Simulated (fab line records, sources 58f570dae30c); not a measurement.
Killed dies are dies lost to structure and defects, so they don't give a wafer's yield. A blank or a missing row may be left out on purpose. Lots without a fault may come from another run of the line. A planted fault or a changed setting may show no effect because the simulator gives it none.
A struck lot beside a sound one | flow berkeley_cmos170 | 18 steps out of a route of 331
Sound: wafers L587.2, L587.5, L587.6. Struck: wafers L600.2, L600.3, L600.4. The cause comes at the end.
At each step with rows: each side's tool, then ch and its chambers, then its first start. Under that, the readings that differ: sound wafers | struck wafers | difference of the means | sigmas: that difference in standard deviations of wafers without a fault.
alike: readings whose means differ by less than 2 such deviations, and words and numbers that are the same on both sides. not compared: withheld readings, readings that some wafer has no value for, bounds like >300 that may hide the same value, and numbers for which the record gives no deviation and whose values overlap.
The two part at a step that has a row with sigmas, a row that says differs or no value, or rows on one side only. Numbers that don't overlap but have no deviation are shown without sigmas and don't part them. A reading that every wafer of one side lacks parts them only if that side has two wafers or more.

UCB170_NLDD_STRIP_10: strips in O2.
  sound on plasma_asher-02 ch 0,1, day 7 18:01; struck on plasma_asher-02 ch 0,1, day 10 10:53
  alike: drypump_motor_current_A, oes_product_au, strip_time_to_endpoint_s
  not compared: rf_hours_counter_h
UCB170_NLDD_TW_MEAS_11:
  sound on film_metro-03, day 7 18:08; struck on film_metro-02, day 10 10:59
  reading | sound          | struck         | difference | sigmas
  NLDD_TW | 2218 2241 2226 | 2178 2178 2183 | -49        | -3
then, 1 step without rows for these wafers: UCB170_NLDD_CLEAN_12 (cleans in SPM, time 600 s).
UCB170_SPACER_CVD_00: deposits SiO2 from TEOS/O2, target thk 376 nm, time 47 s.
  sound on pecvd-01 ch 0,1, day 7 18:22; struck on pecvd-02 ch 1,2, day 10 11:16
  alike: heater_power_w
UCB170_SPACER_THK_MEAS_01:
  sound on film_metro-02, day 7 18:26; struck on film_metro-02, day 10 11:19
  alike: SPACER_TEOS_THK
then, 1 step without rows for these wafers: UCB170_SPACER_ANNEAL_02 (time 1800 s).
UCB170_SPACER_ETCHBACK_03: etches SiO2 in CHF3/CF4/Ar, stops on Si, target depth 376 nm, time 100 s.
  sound on rie_diel-03 ch 1,2,3, day 7 23:12; struck on rie_diel-01 ch 0,3, day 10 14:07
  alike: CHF3_flow_sccm, drypump_motor_current_A, oes_product_au, throttle_valve_pct
  not compared: rf_hours_counter_h
then, 5 steps without rows for these wafers: UCB170_PSD_HMDS_00 (prime time 60 s); UCB170_PSD_COAT_01 (resist thk 900 nm); UCB170_PSD_SOFTBAKE_02 (time 60 s); UCB170_PSD_EXPOSE_03 (exposes mask PSELECT MOD, target cd 1200 nm); UCB170_PSD_PEB_04.
UCB170_PSD_DEVELOP_05: develop time 45 s.
  sound on litho_track-02 ch 0, day 8 00:00; struck on litho_track-02 ch 0, day 10 15:00
  alike: chill_plate_temp_C
UCB170_PSD_OVL_MEAS_07:
  sound on overlay-02, day 8 00:51; struck on overlay-01, day 10 15:56
  alike: PSD_OVL
then, 1 step without rows for these wafers: UCB170_PSD_IMPLANT_08.
UCB170_PSD_STRIP_09: strips in O2.
  sound on plasma_asher-03 ch 0,1, day 8 01:02; struck on plasma_asher-02 ch 0,1, day 10 16:16
  alike: drypump_motor_current_A, oes_product_au, strip_time_to_endpoint_s
  not compared: rf_hours_counter_h
UCB170_PSD_TW_MEAS_10:
  sound on film_metro-02, day 8 01:08; struck on film_metro-03, day 10 16:23
  reading | sound          | struck   | difference | sigmas
  PSD_TW  | 2295 2290 2280 | 30 30 30 | -2258      | -94
then, 1 step without rows for these wafers: UCB170_PSD_CLEAN_11 (cleans in SPM, time 600 s).

WHERE THEY PART
First at UCB170_NLDD_TW_MEAS_11; last, within this record, at UCB170_PSD_TW_MEAS_10.

WHY: what the simulator had put in
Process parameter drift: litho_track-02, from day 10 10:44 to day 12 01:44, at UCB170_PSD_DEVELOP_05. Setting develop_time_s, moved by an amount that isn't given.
